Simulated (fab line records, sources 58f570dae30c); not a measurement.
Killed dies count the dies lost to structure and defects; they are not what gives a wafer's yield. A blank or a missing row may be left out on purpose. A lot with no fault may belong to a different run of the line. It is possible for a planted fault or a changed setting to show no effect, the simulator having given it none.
fab line records ; flow berkeley-cmos170
[record] lots = 14; wafers = 42; last-day = 12
route steps=331 shown CONTACT@224 V1@268 M2@278
lots that met no fault: from a run of the same line without faults
start-h: the number of hours between the record's first day and the start of the first shown wafer of the lot ; wait-h: how many hours have passed since the lot's step before this one ; " identical to the entry in the row above ; L1.1+2: one row covering several wafers at once ; - no value, or no start was given ; * or withheld: withheld ; < > ~ a bound
route shown NAME@n: names a module that has steps shown in the file, with the first one's number in the route ; usual: the fault-free wafers' mean and standard deviation ; same: alike in all rows ; chamber/n: place in a boat ; sites: per-site readings ; _std_site: their standard deviation ; _edge_site: mean of outer sites minus mean of inner sites ; radius-mm: for every site, how far away it sits from the centre of the wafer ; mask NAME#n: copy n ; behind: tool/chamber where the wafer was last shaped ; hold: cause of the lot's hold/its duration in hours/its outcome ; device: the transistor (n, p or np) that didn't switch ; end of line: the same wafers' tests at the end of the route ; step lacking rows: just its recipe ; killed: dies lost to structure and defects at the first sort, not the wafer's yield ; map: the dies of a wafer, with x for killed, . for not killed, _ for no die there
set.NAME: the setting that was run; set.NAME@STEP: the one run at that earlier step ; model.NAME: the simulator's own value behind a step, which no gauge read
one table for each step of the route and one row for each wafer, over a sample of lots
services: from which hour (start-h, from the record's first day; less than 0 if before it) a tool's chamber was out of use, for how many hours, and why
[[steps]]
[step UCB170_CONTACT_RTA_08]
[recipe] temp-c = 900; time-s = 10; ambient = N2
[usual] lamp-power-pct = 23.0/2.7; wafer_temp_C_max = 903.5/0.72
lot.wafer;tool;chamber;start-h;wait-h;lamp-power-pct;wafer_temp_C_max
L400.2;rtp-anneal-01;0;158.38;0.0;25.7;903.4
L400.5;rtp-anneal-01;0;158.38;0.0;25.7;903.0
L400.6;rtp-anneal-01;0;158.38;0.0;25.8;902.7
L397.3;rtp-anneal-02;0;160.22;0.0;20.3;903.0
L397.4;rtp-anneal-02;0;160.22;0.0;20.4;904.3
L397.6;rtp-anneal-02;0;160.22;0.0;20.4;903.4
L399.2;rtp-anneal-01;0;160.44;0.0;25.7;902.1
L399.4;rtp-anneal-01;0;160.44;0.0;25.8;902.5
L399.6;rtp-anneal-01;0;160.44;0.0;25.7;901.8
L398.3;rtp-anneal-02;0;162.33;0.0;20.4;904.2
L398.5;rtp-anneal-02;0;162.33;0.0;20.4;903.9
L398.6;rtp-anneal-02;0;162.33;0.0;20.4;904.0
L402.3;rtp-anneal-02;0;165.98;0.0;20.4;903.4
L402.4;rtp-anneal-02;0;165.98;0.0;20.4;903.3
L402.5;rtp-anneal-02;0;165.98;0.0;20.4;904.0
L404.1;rtp-anneal-01;0;183.36;0.0;25.7;903.5
L404.3;rtp-anneal-01;0;183.36;0.0;25.7;903.4
L404.5;rtp-anneal-01;0;183.36;0.0;25.8;902.6
L405.1;rtp-anneal-01;0;189.82;0.0;25.7;903.1
L405.2;rtp-anneal-01;0;189.82;0.0;25.7;903.3
L405.3;rtp-anneal-01;0;189.82;0.0;25.7;903.2
L410.1;rtp-anneal-02;0;213.69;0.0;20.3;903.5
L410.3;rtp-anneal-02;0;213.69;0.0;20.4;902.2
L410.6;rtp-anneal-02;0;213.69;0.0;20.3;904.2
L411.2;rtp-anneal-01;0;227.74;0.0;25.7;902.2
L411.5;rtp-anneal-01;0;227.74;0.0;25.7;902.0
L411.6;rtp-anneal-01;0;227.74;0.0;25.7;903.0
L412.1;rtp-anneal-02;0;228.32;0.0;20.4;902.2
L412.3;rtp-anneal-02;0;228.32;0.0;20.3;904.3
L412.6;rtp-anneal-02;0;228.32;0.0;20.3;903.1
L414.3;rtp-anneal-01;0;235.43;0.0;25.7;902.7
L414.4;rtp-anneal-01;0;235.43;0.0;25.8;902.7
L414.5;rtp-anneal-01;0;235.43;0.0;25.7;903.5
L417.1;rtp-anneal-02;0;252.81;0.0;20.3;904.2
L417.3;rtp-anneal-02;0;252.81;0.0;20.3;903.5
L417.4;rtp-anneal-02;0;252.81;0.0;20.4;903.5
L418.2;rtp-anneal-02;0;253.25;0.0;20.4;904.1
L418.4;rtp-anneal-02;0;253.25;0.0;20.3;903.5
L418.5;rtp-anneal-02;0;253.25;0.0;20.3;902.9
L420.1;rtp-anneal-02;0;263.32;0.0;20.4;903.7
L420.2;rtp-anneal-02;0;263.32;0.0;20.3;904.5
L420.3;rtp-anneal-02;0;263.32;0.0;20.4;903.7
[step UCB170_CONTACT_CD_MEAS_15]
[recipe] target-cd-nm = 700
[usual] cd-nm = 699.9/1.6
lot.wafer;tool;chamber;start-h;wait-h;cd-nm
L400.2;cd-sem-01;-;159.42;-;701.6
L400.5;cd-sem-01;-;159.42;-;701.5
L400.6;cd-sem-01;-;159.42;-;700.3
L397.3;cd-sem-02;-;161.26;-;699.5
L397.4;cd-sem-02;-;161.26;-;699.8
L397.6;cd-sem-02;-;161.26;-;699.2
L399.2;cd-sem-01;-;161.35;-;699.4
L399.4;cd-sem-01;-;161.35;-;700.0
L399.6;cd-sem-01;-;161.35;-;700.6
L398.3;cd-sem-02;-;163.30;-;701.3
L398.5;cd-sem-02;-;163.30;-;701.8
L398.6;cd-sem-02;-;163.30;-;699.8
L402.3;cd-sem-01;-;167.27;-;699.3
L402.4;cd-sem-01;-;167.27;-;698.4
L402.5;cd-sem-01;-;167.27;-;697.7
L404.1;cd-sem-02;-;184.66;-;700.6
L404.3;cd-sem-02;-;184.66;-;700.1
L404.5;cd-sem-02;-;184.66;-;698.9
L405.1;cd-sem-01;-;190.86;-;700.0
L405.2;cd-sem-01;-;190.86;-;700.2
L405.3;cd-sem-01;-;190.86;-;698.5
L410.1;cd-sem-01;-;214.72;-;703.1
L410.3;cd-sem-01;-;214.72;-;703.1
L410.6;cd-sem-01;-;214.72;-;702.0
L411.2;cd-sem-01;-;228.78;-;699.9
L411.5;cd-sem-01;-;228.78;-;698.5
L411.6;cd-sem-01;-;228.78;-;700.5
L412.1;cd-sem-02;-;229.72;-;696.7
L412.3;cd-sem-02;-;229.72;-;698.7
L412.6;cd-sem-02;-;229.72;-;697.7
L414.3;cd-sem-02;-;236.35;-;696.8
L414.4;cd-sem-02;-;236.35;-;696.0
L414.5;cd-sem-02;-;236.35;-;695.8
L417.1;cd-sem-02;-;253.98;-;698.4
L417.3;cd-sem-02;-;253.98;-;699.9
L417.4;cd-sem-02;-;253.98;-;699.3
L418.2;cd-sem-02;-;255.00;-;700.0
L418.4;cd-sem-02;-;255.00;-;699.4
L418.5;cd-sem-02;-;255.00;-;700.1
L420.1;cd-sem-01;-;265.38;-;699.7
L420.2;cd-sem-01;-;265.38;-;701.1
L420.3;cd-sem-01;-;265.38;-;700.6
[step UCB170_V1_ETCH_14]
[recipe] chemistry = CHF3/CF4/Ar; target = SiO2; stop-on = Al; CHF3_flow_sccm = 45; cf4-flow-sccm = 15; Ar_flow_sccm = 150; pressure-mtorr = 200; rf-w = 700; target-depth-a = 12500; over-etch-frac = 0.25; time-s = 291
[usual] drypump-motor-current-A = 5.7/0.39; oes-product-au = 0.869/0.014; throttle-valve-pct = 6.96/0.097
lot.wafer;tool;chamber;start-h;wait-h;drypump-motor-current-A;oes-product-au;rf-hours-counter-h;throttle-valve-pct
L400.2;rie-diel-04;2;168.76;0.0;5.7;0.870;110;6.90
L400.5;rie-diel-04;1;168.76;0.0;5.9;0.843;-;7.03
L400.6;rie-diel-04;0;168.76;0.0;6.3;0.852;-;6.95
L397.3;rie-diel-03;2;168.95;0.0;6.0;0.867;34;6.81
L397.4;rie-diel-03;0;168.95;0.0;5.8;0.893;80;6.92
L397.6;rie-diel-03;3;168.95;0.0;5.7;0.875;-;6.81
L399.2;rie-diel-02;3;169.32;0.0;5.3;0.878;154;6.90
L399.4;rie-diel-02;2;169.32;0.0;6.0;0.873;19;6.91
L399.6;rie-diel-02;1;169.32;0.0;5.6;0.872;-;7.06
L398.3;rie-diel-03;2;171.10;0.0;6.0;0.868;34;6.81
L398.5;rie-diel-03;0;171.10;0.0;5.8;0.887;-;6.92
L398.6;rie-diel-03;3;171.10;0.0;5.7;0.892;-;6.82
L402.3;rie-diel-03;2;176.30;0.0;6.0;0.867;34;6.81
L402.4;rie-diel-03;3;176.30;0.0;5.7;0.892;38;6.82
L402.5;rie-diel-03;2;176.30;0.0;6.0;0.865;-;6.80
L404.1;rie-diel-04;1;194.70;0.0;5.9;0.742;125;7.03
L404.3;rie-diel-04;0;194.70;0.0;6.3;0.867;58;6.96
L404.5;rie-diel-04;2;194.70;0.0;5.6;0.869;-;6.88
L405.1;rie-diel-04;2;198.87;0.0;5.7;0.865;112;6.89
L405.2;rie-diel-04;1;198.87;0.0;5.9;0.743;126;7.03
L405.3;rie-diel-04;0;198.87;0.0;6.3;0.858;58;6.96
L410.1;rie-diel-02;1;225.36;0.0;5.6;0.874;24;7.06
L410.3;rie-diel-02;2;225.36;0.0;6.0;0.866;21;6.90
L410.6;rie-diel-02;3;225.36;0.0;5.3;0.878;-;6.88
L411.2;rie-diel-03;2;238.52;0.0;6.0;0.869;37;6.82
L411.5;rie-diel-03;1;238.52;0.0;5.0;0.880;-;7.01
L411.6;rie-diel-03;0;238.52;0.0;5.8;0.888;-;6.93
L412.1;rie-diel-02;2;238.79;0.0;6.0;0.865;22;6.91
L412.3;rie-diel-02;1;238.79;0.0;5.6;0.867;25;7.06
L412.6;rie-diel-02;1;238.79;0.0;5.6;0.879;-;7.06
L414.3;rie-diel-02;1;246.85;0.0;5.6;0.877;25;7.07
L414.4;rie-diel-02;3;246.85;0.0;5.3;0.876;2;6.88
L414.5;rie-diel-02;1;246.85;0.0;5.6;0.875;-;7.04
L418.2;rie-diel-02;0;264.56;0.0;5.2;0.854;85;7.10
L418.4;rie-diel-02;2;264.56;0.0;6.0;0.876;23;6.92
L418.5;rie-diel-02;0;264.56;0.0;5.2;0.837;-;7.08
L417.1;rie-diel-04;1;265.11;0.0;5.9;0.853;129;7.03
L417.3;rie-diel-04;2;265.11;0.0;5.6;0.873;115;6.89
L417.4;rie-diel-04;2;265.11;0.0;5.6;0.874;-;6.88
L420.1;rie-diel-04;1;275.22;0.0;6.0;0.854;129;7.05
L420.2;rie-diel-04;2;275.22;0.0;5.7;0.865;116;6.88
L420.3;rie-diel-04;3;275.22;0.0;5.2;0.860;106;7.12
[step UCB170_V1_STRIP_15]
[recipe] chemistry = O2; power-w = 400; pressure-mtorr = 3500; platen-temp-c = withheld; o2-flow-sccm = 400; overash-fraction = 0.5
[usual] drypump-motor-current-A = 5.7/0.67; oes-product-au = 0.722/0.0045; strip-time-to-endpoint-s = 15.29/0.13
lot.wafer;tool;chamber;start-h;wait-h;drypump-motor-current-A;oes-product-au;rf-hours-counter-h;strip-time-to-endpoint-s
L400.2;plasma-asher-01;1;168.94;0.1;5.8;0.726;38;15.43
L400.5;plasma-asher-01;1;168.94;0.1;5.8;0.728;-;15.23
L400.6;plasma-asher-01;0;168.94;0.1;6.7;0.727;-;15.41
L397.3;plasma-asher-04;1;169.17;0.1;4.9;0.725;-;15.21
L397.4;plasma-asher-04;0;169.17;0.1;6.2;0.720;-;15.15
L397.6;plasma-asher-04;0;169.17;0.1;6.2;0.719;-;15.29
L399.2;plasma-asher-01;0;169.50;0.1;6.7;0.720;38;15.18
L399.4;plasma-asher-01;0;169.50;0.1;6.7;0.723;-;15.14
L399.6;plasma-asher-01;1;169.50;0.1;5.8;0.721;-;15.10
L398.3;plasma-asher-01;0;171.31;0.1;6.7;0.721;-;15.14
L398.5;plasma-asher-01;0;171.31;0.1;6.7;0.718;-;15.25
L398.6;plasma-asher-01;1;171.31;0.1;5.8;0.719;-;15.31
L402.3;plasma-asher-02;0;176.51;0.1;5.4;0.728;-;15.25
L402.4;plasma-asher-02;1;176.51;0.1;4.8;0.723;-;15.40
L402.5;plasma-asher-02;1;176.51;0.1;4.8;0.716;-;15.20
L404.1;plasma-asher-04;0;194.88;0.1;6.2;0.732;45;17.79
L404.3;plasma-asher-04;1;194.88;0.1;4.9;0.722;-;15.33
L404.5;plasma-asher-04;1;194.88;0.1;4.9;0.712;-;15.34
L405.1;plasma-asher-02;1;199.04;0.1;4.7;0.720;50;15.40
L405.2;plasma-asher-02;0;199.04;0.1;5.4;0.712;50;17.80
L405.3;plasma-asher-02;0;199.04;0.1;5.4;0.725;-;15.49
L410.1;plasma-asher-04;1;225.53;0.1;4.9;0.721;49;15.20
L410.3;plasma-asher-04;1;225.53;0.1;4.9;0.731;-;15.04
L410.6;plasma-asher-04;0;225.53;0.1;6.2;0.720;-;15.19
L411.2;plasma-asher-01;1;238.70;0.1;5.9;0.722;46;15.25
L411.5;plasma-asher-01;0;238.70;0.1;6.6;0.728;-;15.45
L411.6;plasma-asher-01;1;238.70;0.1;5.8;0.716;-;15.20
L412.1;plasma-asher-04;1;238.97;0.1;4.9;0.730;50;15.21
L412.3;plasma-asher-04;1;238.97;0.1;4.9;0.728;-;15.44
L412.6;plasma-asher-04;1;238.97;0.1;4.9;0.725;-;15.41
L414.3;plasma-asher-04;1;247.06;0.1;4.9;0.723;-;15.28
L414.4;plasma-asher-04;0;247.06;0.1;6.2;0.721;-;15.49
L414.5;plasma-asher-04;0;247.06;0.1;6.2;0.722;-;15.31
L418.2;plasma-asher-01;1;264.74;0.1;5.8;0.723;48;15.26
L418.4;plasma-asher-01;1;264.74;0.1;5.8;0.731;-;15.13
L418.5;plasma-asher-01;1;264.74;0.1;5.8;0.719;-;15.20
L417.1;plasma-asher-04;1;265.29;0.1;4.9;0.725;53;15.20
L417.3;plasma-asher-04;0;265.29;0.1;6.2;0.718;-;15.26
L417.4;plasma-asher-04;1;265.29;0.1;4.9;0.722;-;15.31
L420.1;plasma-asher-01;0;275.40;0.1;6.5;0.716;50;15.24
L420.2;plasma-asher-01;1;275.40;0.1;5.8;0.723;50;15.30
L420.3;plasma-asher-01;0;275.40;0.1;6.6;0.721;-;15.28
[step UCB170_V1_CD_MEAS_90]
[recipe] target-cd-nm = 700
[usual] cd-nm = 699.9/1.7
lot.wafer;tool;chamber;start-h;wait-h;cd-nm
L400.2;cd-sem-02;-;169.06;0.1;700.2
L400.5;cd-sem-02;-;169.06;0.1;698.6
L400.6;cd-sem-02;-;169.06;0.1;698.3
L397.3;cd-sem-01;-;169.27;0.1;701.0
L397.4;cd-sem-01;-;169.27;0.1;701.1
L397.6;cd-sem-01;-;169.27;0.1;701.2
L399.2;cd-sem-02;-;169.62;0.1;699.8
L399.4;cd-sem-02;-;169.62;0.1;700.8
L399.6;cd-sem-02;-;169.62;0.1;701.7
L398.3;cd-sem-01;-;171.42;0.1;699.1
L398.5;cd-sem-01;-;171.42;0.1;700.4
L398.6;cd-sem-01;-;171.42;0.1;699.6
L402.3;cd-sem-02;-;176.61;0.1;702.3
L402.4;cd-sem-02;-;176.61;0.1;699.8
L402.5;cd-sem-02;-;176.61;0.1;701.0
L404.1;cd-sem-01;-;194.98;0.1;692.5
L404.3;cd-sem-01;-;194.98;0.1;696.7
L404.5;cd-sem-01;-;194.98;0.1;697.9
L405.1;cd-sem-01;-;199.14;0.1;699.8
L405.2;cd-sem-01;-;199.14;0.1;695.7
L405.3;cd-sem-01;-;199.14;0.1;700.9
L410.1;cd-sem-02;-;225.63;0.1;698.7
L410.3;cd-sem-02;-;225.63;0.1;698.4
L410.6;cd-sem-02;-;225.63;0.1;700.2
L411.2;cd-sem-02;-;238.82;0.1;698.7
L411.5;cd-sem-02;-;238.82;0.1;698.6
L411.6;cd-sem-02;-;238.82;0.1;698.1
L412.1;cd-sem-01;-;239.07;0.1;699.8
L412.3;cd-sem-01;-;239.07;0.1;700.8
L412.6;cd-sem-01;-;239.07;0.1;699.2
L414.3;cd-sem-01;-;247.17;0.1;698.2
L414.4;cd-sem-01;-;247.17;0.1;696.0
L414.5;cd-sem-01;-;247.17;0.1;697.8
L418.2;cd-sem-02;-;264.86;0.1;698.4
L418.4;cd-sem-02;-;264.86;0.1;700.9
L418.5;cd-sem-02;-;264.86;0.1;698.9
L417.1;cd-sem-02;-;265.39;0.1;701.5
L417.3;cd-sem-02;-;265.39;0.1;702.0
L417.4;cd-sem-02;-;265.39;0.1;701.1
L420.1;cd-sem-01;-;275.50;0.1;698.8
L420.2;cd-sem-01;-;275.50;0.1;700.1
L420.3;cd-sem-01;-;275.50;0.1;701.7
[step UCB170_M2_STRIP_07]
[recipe] chemistry = O2; power-w = 400; pressure-mtorr = 3500; platen-temp-c = withheld; o2-flow-sccm = 400; overash-fraction = 0.5
[usual] drypump-motor-current-A = 5.9/0.55; oes-product-au = 0.735/0.0049; strip-time-to-endpoint-s = 21.96/0.056
lot.wafer;tool;chamber;start-h;wait-h;drypump-motor-current-A;oes-product-au;rf-hours-counter-h;strip-time-to-endpoint-s
L400.2;plasma-asher-01;0;169.94;0.1;6.6;0.746;38;22.02
L400.5;plasma-asher-01;1;169.94;0.1;5.8;0.741;-;21.97
L400.6;plasma-asher-01;0;169.94;0.1;6.6;0.726;-;21.98
L397.3;plasma-asher-04;0;170.17;0.1;6.2;0.727;-;21.99
L397.4;plasma-asher-04;1;170.17;0.1;4.9;0.732;-;21.98
L397.6;plasma-asher-04;1;170.17;0.1;4.9;0.733;-;22.06
L399.2;plasma-asher-01;0;170.58;0.1;6.7;0.731;38;21.89
L399.4;plasma-asher-01;1;170.58;0.1;5.9;0.737;-;21.94
L399.6;plasma-asher-01;0;170.58;0.1;6.6;0.738;-;21.98
L398.3;plasma-asher-01;1;172.50;0.1;5.8;0.727;-;22.09
L398.5;plasma-asher-01;1;172.50;0.1;5.8;0.736;-;21.94
L398.6;plasma-asher-01;0;172.50;0.1;6.7;0.738;-;22.01
L402.3;plasma-asher-03;1;177.59;0.1;5.7;0.733;-;21.99
L402.4;plasma-asher-03;0;177.59;0.1;5.6;0.737;-;21.91
L402.5;plasma-asher-03;1;177.59;0.1;5.7;0.736;-;21.95
L404.3;plasma-asher-04;0;195.92;0.1;6.2;0.731;-;21.96
L404.5;plasma-asher-04;1;195.92;0.1;4.9;0.728;-;21.93
L405.1;plasma-asher-03;1;200.04;0.1;5.7;0.729;9;22.02
L405.3;plasma-asher-03;0;200.04;0.1;5.6;0.735;-;21.98
L410.1;plasma-asher-01;0;226.66;0.1;6.6;0.739;44;21.97
L410.3;plasma-asher-01;0;226.66;0.1;6.6;0.737;-;21.87
L410.6;plasma-asher-01;0;226.66;0.1;6.6;0.736;-;21.89
L411.2;plasma-asher-04;0;239.86;0.1;6.2;0.726;50;22.04
L411.5;plasma-asher-04;1;239.86;0.1;4.9;0.737;-;21.98
L411.6;plasma-asher-04;0;239.86;0.1;6.2;0.737;-;21.98
L412.1;plasma-asher-01;0;240.34;0.1;6.7;0.735;46;21.97
L412.3;plasma-asher-01;0;240.34;0.1;6.6;0.734;-;21.98
L412.6;plasma-asher-01;0;240.34;0.1;6.7;0.737;-;21.94
L414.3;plasma-asher-04;1;249.01;0.1;4.9;0.735;-;22.09
L414.4;plasma-asher-04;0;249.01;0.1;6.2;0.736;-;22.05
L414.5;plasma-asher-04;0;249.01;0.1;6.2;0.729;-;22.09
L418.2;plasma-asher-04;0;266.13;0.1;6.2;0.740;53;21.99
L418.4;plasma-asher-04;0;266.13;0.1;6.2;0.732;-;21.97
L418.5;plasma-asher-04;0;266.13;0.1;6.2;0.728;-;21.97
L417.1;plasma-asher-03;1;266.38;0.1;5.7;0.732;17;22.00
L417.3;plasma-asher-03;0;266.38;0.1;5.6;0.738;-;21.90
L417.4;plasma-asher-03;1;266.38;0.1;5.7;0.737;-;21.97
L420.1;plasma-asher-01;0;276.81;0.1;6.6;0.735;50;21.97
L420.2;plasma-asher-01;1;276.81;0.1;5.9;0.734;50;21.91
L420.3;plasma-asher-01;1;276.81;0.1;5.8;0.735;-;21.90
[[services]]
tool;chamber;start-h;hours;kind
rie-diel-04;1;154.22;3.6;repair
rie-diel-02;3;170.53;3.1;repair
plasma-asher-04;-;171.55;7.5;repair
rie-diel-02;3;173.66;-;clean
rie-diel-02;3;173.66;17.2;scheduled-down
rie-diel-02;3;173.66;17.2;vent-cycle
plasma-asher-04;-;174.15;1.8;repair
rie-diel-03;-;213.80;1.6;repair
rie-diel-02;-;216.74;2.8;pm
rie-diel-03;2;223.10;14.8;repair
plasma-asher-01;-;223.40;2.8;pm
rie-diel-02;3;233.47;3.3;repair
rie-diel-03;-;247.00;0.2;repair
plasma-asher-01;-;256.51;1.7;repair
rie-diel-04;3;257.20;17.5;repair
rie-diel-02;1;269.23;12.6;repair
plasma-asher-03;-;270.68;1.8;repair
[[key]]
[first-sign] step = UCB170_V1_ETCH_14; reading = oes-product-au; direction = down; sigmas = 8.8; usual = 0.869; struck = 0.743
[effect] step = UCB170_V1_STRIP_15; reading = strip-time-to-endpoint-s; direction = up; sigmas = 20; usual = *; struck = *
[effect] step = UCB170_V1_CD_MEAS_90; reading = cd-nm; direction = down; sigmas = 3.5; usual = 699.9; struck = 694.1
met-at UCB170_V1_ETCH_14
struck-lots L404,L405
struck-wafers L404.1,L405.2
later-rows-left-out L404.1,L405.2
sort-left-out L404.1,L405.2
not-acting-at UCB170_CONTACT_RTA_08,UCB170_CONTACT_CD_MEAS_15,UCB170_M2_STRIP_07
onset-between 168.76 194.70
[fault] kind = process-parameter-drift; tool = rie-diel-04; chamber = 1; onset-h = 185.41; steps = UCB170_V1_ETCH_14; channel = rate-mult; offset = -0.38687; shape = step; end-h = 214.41
// sort-left-out: the simulated sort isn't trusted on such a fault, so these wafers' sort isn't shown, and their yield isn't known
// later-rows-left-out: the simulator's readings of these wafers behind a module that went badly wrong aren't trusted and aren't shown, but for the sort
